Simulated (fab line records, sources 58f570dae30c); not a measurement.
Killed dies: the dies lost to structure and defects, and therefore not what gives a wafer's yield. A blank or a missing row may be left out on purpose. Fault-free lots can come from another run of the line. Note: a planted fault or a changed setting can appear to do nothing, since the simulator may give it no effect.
fab line records | flow berkeleyCmos170
[record] lots = 6 | wafers = 18 | lastDay = 10
route steps=331 shown M2@272
lots that met no fault: taken from a fault-free run of the same line
startH: the number of hours between the record's first day and the start of the first shown wafer of the lot | waitH: hours since the lot's step before | " as in the row above | L1.1+2: a row that stands for several wafers | - no value, or no start given | * or withheld: withheld | < > ~ a bound
route shown NAME@n: names a module that has steps shown in the file, with the first one's number in the route | usual: average and standard deviation across the fault-free wafers | same: alike in all rows | chamber/n: place in a boat | sites: each site's reading | _std_site: standard deviation of those values | _edge_site: outer sites' mean less inner sites' | radiusMm: how far each site lies from the wafer's centre | mask NAME#n: copy n | behind: the most recent tool/chamber to have shaped the wafer | hold: reason for holding the lot/hours on hold/outcome of the hold | device: which transistor (n, p or np) failed to switch | end of line: the tests these same wafers got at the end of their route | a step given without rows: its recipe and nothing more | killed: the dies lost at the first sort to structure and to defects; this is not the yield of the wafer | map: a wafer's dies, marking killed ones x, the rest . and places with no die _
set.NAME: the setting the step ran with; set.NAME@STEP: the setting that earlier step ran with | model.NAME: the simulator's own value behind a step, which no gauge read
lots at some steps of the route; a table a step, a row a wafer
services: a tool's chamber out of use, with start hour (startH, from the record's first day; less than 0 if before it), hours out, and reason
[[steps]]
[step UCB170_M2_SPUTTER_01]
[recipe] material = Al | targetThkNm = 900 | timeS = 120 | powerW = 6000 | chamberPressurePa = 0.5
[usual] throttleValvePct = 29.9/1.3
lot.wafer | tool          | chamber | startH | waitH | throttleValvePct
L417.2    | pvdSputter-03 | -       | 166.97 | 0.0   | 28.1
L417.4    | "             | -       | "      | "     | 29.4
L417.5    | "             | -       | "      | "     | 29.4
L418.1    | pvdSputter-02 | -       | 167.06 | 0.0   | 27.6
L418.3    | "             | -       | "      | "     | 29.6
L418.4    | "             | -       | "      | "     | 30.2
L421.1    | pvdSputter-02 | -       | 193.03 | 0.0   | 27.3
L421.3    | "             | -       | "      | "     | 32.6
L421.4    | "             | -       | "      | "     | 30.2
L426.1    | pvdSputter-04 | -       | 213.16 | 0.0   | 31.0
L426.5    | "             | -       | "      | "     | 30.9
L426.6    | "             | -       | "      | "     | 29.0
L427.2    | pvdSputter-03 | -       | 213.83 | 0.0   | 30.8
L427.4    | "             | -       | "      | "     | 29.5
L427.5    | "             | -       | "      | "     | 28.2
L429.1    | pvdSputter-04 | -       | 236.06 | 0.0   | 31.5
L429.5    | "             | -       | "      | "     | 29.7
L429.6    | "             | -       | "      | "     | 31.5
[step UCB170_M2_RS_MEAS_02]
[recipe] thkMeasGauge = four-point-probe | reads = Al_of_M2_SPUTTER_01
[usual] M2_AL_RS = 0.0321/0.00031
lot.wafer | tool         | chamber | startH | waitH | M2_AL_RS[ohm/sq]
L417.2    | filmMetro-03 | -       | 167.07 | 0.1   | 0.0319
L417.4    | "            | -       | "      | "     | 0.0319
L417.5    | "            | -       | "      | "     | 0.0321
L418.1    | filmMetro-01 | -       | 167.15 | 0.0   | 0.0316
L418.3    | "            | -       | "      | "     | 0.0319
L418.4    | "            | -       | "      | "     | 0.0320
L421.1    | filmMetro-03 | -       | 193.11 | 0.0   | 0.0327
L421.3    | "            | -       | "      | "     | 0.0330
L421.4    | "            | -       | "      | "     | 0.0327
L426.1    | filmMetro-03 | -       | 213.24 | 0.0   | 0.0320
L426.5    | "            | -       | "      | "     | 0.0322
L426.6    | "            | -       | "      | "     | 0.0324
L427.2    | filmMetro-03 | -       | 213.93 | 0.1   | 0.0317
L427.4    | "            | -       | "      | "     | 0.0315
L427.5    | "            | -       | "      | "     | 0.0320
L429.1    | filmMetro-01 | -       | 236.15 | 0.0   | 0.0326
L429.5    | "            | -       | "      | "     | 0.0326
L429.6    | "            | -       | "      | "     | 0.0325
[step UCB170_M2_THK_MEAS_03]
[recipe] thkMeasGauge = xrf | reads = Al_of_M2_SPUTTER_01
[usual] M2_AL_THK = 908/8.9
lot.wafer | tool         | chamber | startH | waitH | M2_AL_THK[nm]
L417.2    | filmMetro-03 | -       | 167.18 | 0.1   | 907
L417.4    | "            | -       | "      | "     | 908
L417.5    | "            | -       | "      | "     | 895
L418.1    | filmMetro-01 | -       | 167.27 | 0.1   | 923
L418.3    | "            | -       | "      | "     | 909
L418.4    | "            | -       | "      | "     | 910
L421.1    | filmMetro-03 | -       | 193.23 | 0.1   | 892
L421.3    | "            | -       | "      | "     | 884
L421.4    | "            | -       | "      | "     | 894
L426.1    | filmMetro-03 | -       | 213.36 | 0.1   | 906
L426.5    | "            | -       | "      | "     | 901
L426.6    | "            | -       | "      | "     | 898
L427.2    | filmMetro-03 | -       | 214.04 | 0.1   | 917
L427.4    | "            | -       | "      | "     | 927
L427.5    | "            | -       | "      | "     | 910
L429.1    | filmMetro-01 | -       | 236.27 | 0.1   | 894
L429.5    | "            | -       | "      | "     | 900
L429.6    | "            | -       | "      | "     | 899
[step UCB170_M2_HMDS_04]
[recipe] primeTimeS = 60 | primeTempC = 100
[step UCB170_M2_COAT_05]
[recipe] resist = KrF | spinRpm = 1500 | resistThkNm = 900
[step UCB170_M2_SOFTBAKE_06]
[recipe] resist = KrF | tempC = 130 | timeS = 60
[step UCB170_M2_STRIP_07]
[recipe] chemistry = O2 | powerW = 400 | pressureMtorr = 3500 | platenTempC = withheld | o2FlowSccm = 400 | overashFraction = 0.5
[usual] drypumpMotorCurrentA = 5.7/0.41 | oesProductAu = 0.736/0.0044 | stripTimeToEndpointS = 22.01/0.064
lot.wafer | tool           | chamber | startH | waitH | drypumpMotorCurrentA | oesProductAu | rfHoursCounterH | stripTimeToEndpointS
L417.2    | plasmaAsher-01 | 0       | 167.79 | 0.1   | 5.2                  | 0.743        | 49              | 22.10
L417.4    | "              | 0       | "      | "     | 5.2                  | 0.738        | -               | 22.03
L417.5    | "              | 1       | "      | "     | 5.6                  | 0.744        | -               | 22.06
L418.1    | plasmaAsher-04 | 1       | 168.04 | 0.1   | 6.1                  | 0.731        | 2               | 22.00
L418.3    | "              | 0       | "      | "     | 6.4                  | 0.740        | -               | 22.03
L418.4    | "              | 1       | "      | "     | 6.1                  | 0.741        | -               | 22.00
L421.1    | plasmaAsher-04 | 0       | 193.74 | 0.1   | 6.4                  | 0.734        | 5               | 22.10
L421.3    | "              | 1       | "      | "     | 6.1                  | 0.733        | -               | 21.99
L421.4    | "              | 0       | "      | "     | 6.4                  | 0.738        | -               | 21.99
L426.1    | plasmaAsher-04 | 1       | 214.34 | 0.1   | 6.1                  | 0.738        | 7               | 21.95
L426.5    | "              | 1       | "      | "     | 6.1                  | 0.737        | -               | 22.02
L426.6    | "              | 0       | "      | "     | 6.4                  | 0.730        | -               | 21.97
L427.2    | plasmaAsher-01 | 0       | 214.77 | 0.1   | 5.1                  | 0.734        | 54              | 21.91
L427.4    | "              | 0       | "      | "     | 5.1                  | 0.740        | -               | 21.91
L427.5    | "              | 1       | "      | "     | 5.5                  | 0.734        | -               | 21.88
L429.1    | plasmaAsher-01 | 0       | 237.12 | 0.1   | 5.2                  | 0.737        | 57              | 22.05
L429.5    | "              | 0       | "      | "     | 5.2                  | 0.737        | -               | 22.02
L429.6    | "              | 1       | "      | "     | 5.6                  | 0.731        | -               | 22.05
[step UCB170_M2_STRIP_08]
[recipe] chemistry = DMSO | tempC = 80 | timeS = 600 | material = KrF
[step UCB170_M2_COAT_09]
[recipe] resist = BARC | tempC = withheld | timeS = withheld | spinRpm = 3000 | resistThkNm = withheld
[step UCB170_M2_COAT_10]
[recipe] resist = KrF | spinRpm = 1500 | resistThkNm = 900
[step UCB170_M2_SOFTBAKE_11]
[recipe] resist = KrF | tempC = 130 | timeS = 58.46
[step UCB170_M2_EXPOSE_12]
[recipe] maskId = METAL2 | targetCdNm = 700 | na = 0.5 | sigmaOuter = 0.6 | sourceShape = conventional | doseMj = 26
[step UCB170_M2_PEB_13]
[recipe] pebTempC = 130 | pebTimeS = withheld | resist = KrF
[usual] heaterPowerTotalW = 56.80/0.043 | plateTempC = 130.00/0.13
lot.wafer | tool          | chamber | startH | waitH | heaterPowerTotalW | plateTempC
L417.2    | lithoTrack-02 | 0       | 169.27 | 0.3   | 56.77             | 129.94
L417.4    | "             | 0       | "      | "     | 56.78             | 130.00
L417.5    | "             | 0       | "      | "     | 56.81             | 130.20
L418.1    | lithoTrack-04 | 0       | 169.66 | 0.3   | 56.80             | 129.82
L418.3    | "             | 0       | "      | "     | 56.85             | 129.91
L418.4    | "             | 0       | "      | "     | 56.87             | 129.94
L421.1    | lithoTrack-02 | 0       | 195.13 | 0.3   | 50.66             | 119.13
L421.3    | "             | 0       | "      | "     | 50.67             | 119.26
L421.4    | "             | 0       | "      | "     | 50.69             | 119.14
L426.1    | lithoTrack-01 | 0       | 218.86 | 0.4   | 56.81             | 130.00
L426.5    | "             | 0       | "      | "     | 56.85             | 129.95
L426.6    | "             | 0       | "      | "     | 56.79             | 130.00
L427.2    | lithoTrack-02 | 0       | 218.88 | 0.3   | 50.60             | 119.14
L427.4    | "             | 0       | "      | "     | 50.71             | 119.26
L427.5    | "             | 0       | "      | "     | 50.63             | 119.32
L429.1    | lithoTrack-04 | 0       | 238.75 | 0.4   | 56.76             | 129.89
L429.5    | "             | 0       | "      | "     | 56.88             | 129.99
L429.6    | "             | 0       | "      | "     | 56.81             | 129.98
[step UCB170_M2_DEVELOP_14]
[recipe] developer = TMAH | developTimeS = 44.01 | resist = KrF | devTempC = 21
lot.wafer | tool          | chamber | startH | waitH | model.M2.cdNm
L417.2    | lithoTrack-02 | 0       | -      | -     | 698.4
L417.4    | "             | 0       | "      | "     | 699.9
L417.5    | "             | 0       | "      | "     | 700.1
L418.1    | lithoTrack-04 | 0       | -      | -     | 700.1
L418.3    | "             | 0       | "      | "     | 700.6
L418.4    | "             | 0       | "      | "     | 699.8
L421.1    | lithoTrack-02 | 0       | -      | -     | 811.1
L421.3    | "             | 0       | "      | "     | 811.2
L421.4    | "             | 0       | "      | "     | 811.8
L426.1    | lithoTrack-01 | 0       | -      | -     | 699.7
L426.5    | "             | 0       | "      | "     | 699.3
L426.6    | "             | 0       | "      | "     | 699.9
L427.2    | lithoTrack-02 | 0       | -      | -     | 790.7
L427.4    | "             | 0       | "      | "     | 792.1
L427.5    | "             | 0       | "      | "     | 792
L429.1    | lithoTrack-04 | 0       | -      | -     | 698.1
L429.5    | "             | 0       | "      | "     | 699.6
L429.6    | "             | 0       | "      | "     | 700
[step UCB170_M2_CD_MEAS_15]
[recipe] targetCdNm = 700
[usual] cdNm = 699.3/1.3
lot.wafer | tool     | chamber | startH | waitH | cdNm
L417.2    | cdSem-01 | -       | 169.54 | -     | 698.3
L417.4    | "        | -       | "      | "     | 700.2
L417.5    | "        | -       | "      | "     | 700.2
L418.1    | cdSem-02 | -       | 169.94 | -     | 699.9
L418.3    | "        | -       | "      | "     | 700.4
L418.4    | "        | -       | "      | "     | 699.7
L421.1    | cdSem-01 | -       | 195.41 | -     | 811.0
L421.3    | "        | -       | "      | "     | 810.9
L421.4    | "        | -       | "      | "     | 811.8
L426.1    | cdSem-01 | -       | 219.13 | -     | 699.8
L426.5    | "        | -       | "      | "     | 699.3
L426.6    | "        | -       | "      | "     | 700.2
L427.2    | cdSem-02 | -       | 219.15 | -     | 790.3
L427.4    | "        | -       | "      | "     | 792.2
L427.5    | "        | -       | "      | "     | 792.2
L429.1    | cdSem-01 | -       | 239.02 | -     | 698.2
L429.5    | "        | -       | "      | "     | 699.8
L429.6    | "        | -       | "      | "     | 700.0
[step UCB170_M2_OVL_MEAS_16]
[usual] M2_OVL = 0/4.8
lot.wafer | tool       | chamber | startH | waitH | M2_OVL[nm]
L417.2    | overlay-02 | -       | 169.64 | 0.1   | -4
L417.4    | "          | -       | "      | "     | -3
L417.5    | "          | -       | "      | "     | 6
L418.1    | overlay-01 | -       | 170.06 | 0.1   | -4
L418.3    | "          | -       | "      | "     | -2
L418.4    | "          | -       | "      | "     | -1
L421.1    | overlay-01 | -       | 195.53 | 0.1   | -4
L421.3    | "          | -       | "      | "     | -1
L421.4    | "          | -       | "      | "     | 0
L426.1    | overlay-01 | -       | 219.25 | 0.1   | 0
L426.5    | "          | -       | "      | "     | -2
L426.6    | "          | -       | "      | "     | 5
L427.2    | overlay-02 | -       | 219.26 | 0.1   | 3
L427.4    | "          | -       | "      | "     | -1
L427.5    | "          | -       | "      | "     | 10
L429.1    | overlay-01 | -       | 239.14 | 0.1   | 1
L429.5    | "          | -       | "      | "     | 4
L429.6    | "          | -       | "      | "     | 5
[step UCB170_M2_ETCH_17]
[recipe] chemistry = N2/H2 | targetDepthA = withheld | overetchA = withheld | target = BARC | timeS = withheld | sourceW = 500 | biasW = 100 | pressureMtorr = 30 | n2FlowSccm = 100 | h2FlowSccm = 200
[usual] drypumpMotorCurrentA = 5.7/0.46 | oesProductAu = 0.997/0.02 | throttleValvePct = 13.29/0.16
lot.wafer | tool       | chamber | startH | waitH | drypumpMotorCurrentA | oesProductAu | throttleValvePct
L417.2    | rieDiel-04 | 1       | 169.67 | 0.0   | 6.7                  | 0.985        | 12.98
L417.4    | "          | 0       | "      | "     | 5.4                  | 0.967        | 13.53
L417.5    | "          | 2       | "      | "     | 5.5                  | 1.023        | 13.18
L418.1    | rieDiel-01 | 0       | 170.09 | 0.0   | 5.8                  | 1.006        | 13.19
L418.3    | "          | 0       | "      | "     | 5.8                  | 1.013        | 13.20
L418.4    | "          | 3       | "      | "     | 5.5                  | 0.973        | 13.22
L421.1    | rieDiel-02 | 2       | 195.56 | 0.0   | 6.1                  | 1.005        | 13.24
L421.3    | "          | 3       | "      | "     | 5.5                  | 0.992        | 13.35
L421.4    | "          | 0       | "      | "     | 5.0                  | 1.004        | 13.46
L426.1    | rieDiel-04 | 0       | 219.29 | 0.0   | 5.4                  | 0.966        | 13.53
L426.5    | "          | 0       | "      | "     | 5.4                  | 0.969        | 13.53
L426.6    | "          | 1       | "      | "     | 6.7                  | 0.982        | 12.99
L427.2    | rieDiel-04 | 0       | 219.33 | 0.1   | 5.4                  | 0.963        | 13.52
L427.4    | "          | 3       | "      | "     | 6.1                  | 1.011        | 13.32
L427.5    | "          | 3       | "      | "     | 6.1                  | 1.013        | 13.33
L429.1    | rieDiel-04 | 0       | 239.18 | 0.0   | 5.4                  | 0.969        | 13.54
L429.5    | "          | 0       | "      | "     | 5.3                  | 0.967        | 13.53
L429.6    | "          | 1       | "      | "     | 6.7                  | 0.987        | 12.98
[step UCB170_M2_METAL_ETCH_18]
[recipe] chemistry = Cl2/BCl3 | target = Al | stopOn = SiO2 | pressureMtorr = 12 | targetDepthA = 11700 | overEtchFrac = 0.3 | timeS = 195 | icpW = 600 | biasW = 120 | Cl2_flow_sccm = 90 | bcl3FlowSccm = 45
[usual] drypumpMotorCurrentA = 5.7/0.47 | mfcCl2Sccm = 89.96/0.28 | oesProductAu = 0.855/0.017 | throttleValvePct = 24.43/0.17
lot.wafer | tool        | chamber | startH | waitH | drypumpMotorCurrentA | mfcCl2Sccm | oesProductAu | rfHoursCounterH | throttleValvePct | model.M2.cdNm
L417.2    | rieMetal-04 | 1       | 169.72 | -     | 5.9                  | 90.04      | 0.832        | 8               | 24.55            | 696.5
L417.4    | "           | 1       | "      | "     | 5.9                  | 90.02      | 0.840        | -               | 24.56            | 696.7
L417.5    | "           | 1       | "      | "     | 5.9                  | 89.90      | 0.831        | -               | 24.54            | 699.6
L418.1    | rieMetal-01 | 1       | 170.15 | -     | 5.8                  | 89.59      | 0.869        | 7               | 24.36            | 700.6
L418.3    | "           | 1       | "      | "     | 5.8                  | 89.71      | 0.859        | -               | 24.34            | 699.8
L418.4    | "           | 0       | "      | "     | 5.9                  | 89.44      | 0.850        | -               | 24.09            | 701.2
L421.1    | rieMetal-03 | 1       | 195.60 | -     | 4.6                  | 89.88      | 0.841        | 3               | 24.62            | 806.9
L421.3    | "           | 1       | "      | "     | 4.6                  | 89.56      | 0.835        | -               | 24.61            | 809.4
L421.4    | "           | 1       | "      | "     | 4.6                  | 89.74      | 0.833        | -               | 24.62            | 810.6
L426.1    | rieMetal-04 | 0       | 219.33 | -     | 6.0                  | 89.70      | 0.881        | 8               | 24.48            | 698.4
L426.5    | "           | 1       | "      | "     | 5.9                  | 89.87      | 0.824        | -               | 24.55            | 698
L426.6    | "           | 0       | "      | "     | 6.1                  | 90.09      | 0.876        | -               | 24.47            | 696.6
L427.2    | rieMetal-01 | 1       | 219.37 | -     | 5.8                  | 90.02      | 0.863        | 8               | 24.37            | 790.9
L427.4    | "           | 1       | "      | "     | 5.8                  | 90.14      | 0.854        | -               | 24.35            | 788.5
L427.5    | "           | 0       | "      | "     | 5.9                  | 90.18      | 0.852        | -               | 24.10            | 790.9
L429.1    | rieMetal-04 | 1       | 239.22 | -     | 5.9                  | 90.25      | 0.822        | 10              | 24.55            | 698.7
L429.5    | "           | 1       | "      | "     | 5.9                  | 90.22      | 0.820        | -               | 24.54            | 699.4
L429.6    | "           | 0       | "      | "     | 6.0                  | 90.15      | 0.880        | -               | 24.48            | 699.4
[step UCB170_M2_STRIP_19]
[recipe] chemistry = O2 | powerW = 400 | pressureMtorr = 3500 | platenTempC = withheld | o2FlowSccm = 400 | overashFraction = 0.5
[usual] drypumpMotorCurrentA = 5.7/0.4 | oesProductAu = 0.542/0.0098
lot.wafer | tool           | chamber | startH | waitH | drypumpMotorCurrentA | oesProductAu | rfHoursCounterH
L417.2    | plasmaAsher-01 | 0       | 169.90 | 0.1   | 5.1                  | 0.562        | 49
L417.4    | "              | 1       | "      | "     | 5.6                  | 0.562        | -
L417.5    | "              | 0       | "      | "     | 5.2                  | 0.550        | -
L418.1    | plasmaAsher-04 | 1       | 170.34 | 0.1   | 6.1                  | 0.546        | 2
L418.3    | "              | 0       | "      | "     | 6.4                  | 0.551        | -
L418.4    | "              | 1       | "      | "     | 6.1                  | 0.543        | -
L421.1    | plasmaAsher-01 | 1       | 195.98 | 0.3   | 5.5                  | 0.536        | 52
L421.3    | "              | 0       | "      | "     | 5.2                  | 0.534        | -
L421.4    | "              | 1       | "      | "     | 5.6                  | 0.529        | -
L426.1    | plasmaAsher-03 | 0       | 219.52 | 0.1   | 5.6                  | 0.531        | 51
L426.5    | "              | 0       | "      | "     | 5.6                  | 0.539        | -
L426.6    | "              | 1       | "      | "     | 5.5                  | 0.536        | -
L427.2    | plasmaAsher-01 | 0       | 219.56 | 0.1   | 5.2                  | 0.537        | 55
L427.4    | "              | 1       | "      | "     | 5.5                  | 0.543        | -
L427.5    | "              | 1       | "      | "     | 5.5                  | 0.536        | -
L429.1    | plasmaAsher-03 | 1       | 239.41 | 0.1   | 5.5                  | 0.546        | 54
L429.5    | "              | 1       | "      | "     | 5.5                  | 0.546        | -
L429.6    | "              | 0       | "      | "     | 5.6                  | 0.535        | -
[[services]]
tool           | chamber | startH | hours | kind
rieMetal-03    | 0       | 154.07 | 1.2   | repair
rieDiel-01     | 1       | 165.89 | 28.0  | repair
rieDiel-02     | 3       | 168.64 | 5.0   | repair
rieDiel-01     | 2       | 170.03 | 6.0   | repair
plasmaAsher-04 | -       | 179.62 | 2.8   | pm
rieMetal-03    | 0       | 194.94 | 16.4  | repair
pvdSputter-03  | 3       | 204.91 | -     | consumableReplace:kit
pvdSputter-03  | 3       | 204.91 | 18.0  | scheduledDown
pvdSputter-03  | 3       | 204.91 | 18.0  | ventCycle
rieDiel-04     | 1       | 208.35 | 6.0   | repair
rieDiel-02     | -       | 212.02 | 15.6  | pm
rieMetal-03    | -       | 216.63 | 2.8   | pm
rieDiel-01     | -       | 219.17 | 0.7   | repair
rieDiel-02     | 2       | 227.62 | -     | clean
rieDiel-02     | 2       | 227.62 | 15.0  | scheduledDown
rieDiel-02     | 2       | 227.62 | 15.0  | ventCycle
pvdSputter-04  | -       | 228.54 | 3.6   | repair
[[key]]
[firstSign] step = UCB170_M2_PEB_13 | reading = heaterPowerTotalW | direction = down | sigmas = 99+ | usual = 56.80 | struck = 50.66
[effect] step = UCB170_M2_PEB_13 | reading = plateTempC | direction = down | sigmas = 85 | usual = * | struck = *
[effect] step = UCB170_M2_CD_MEAS_15 | reading = cdNm | direction = up | sigmas = 77 | usual = 699.3 | struck = 801.4 | through = controlLoop
[modelEffect] step = UCB170_M2_DEVELOP_14 | value = M2.cdNm | without = 698.5 | struck = 801.5
[modelEffect] step = UCB170_M2_METAL_ETCH_18 | value = M2.cdNm | without = 696.5 | struck = 799.5
metAt UCB170_M2_PEB_13
struckWafers L421.1,L421.3,L421.4,L427.2,L427.4,L427.5
sortLeftOut L421.1,L421.3,L421.4,L427.2,L427.4,L427.5
[loopTrim] step = UCB170_M2_EXPOSE_12 | setting = dose | lots = L427
onsetBetween 169.27 195.13
[fault] kind = processParameterDrift | tool = lithoTrack-02 | chamber = - | onsetH = 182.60 | steps = UCB170_M2_PEB_13 | channel = pebTempC | offset = * | shape = step | endH = 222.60 | actsIn = * | stated = *
// sortLeftOut: the simulated sort isn't trusted on such a fault, so these wafers' sort isn't shown, and their yield isn't known
// loopTrim: a control loop set the setting to another value than it would have without faults
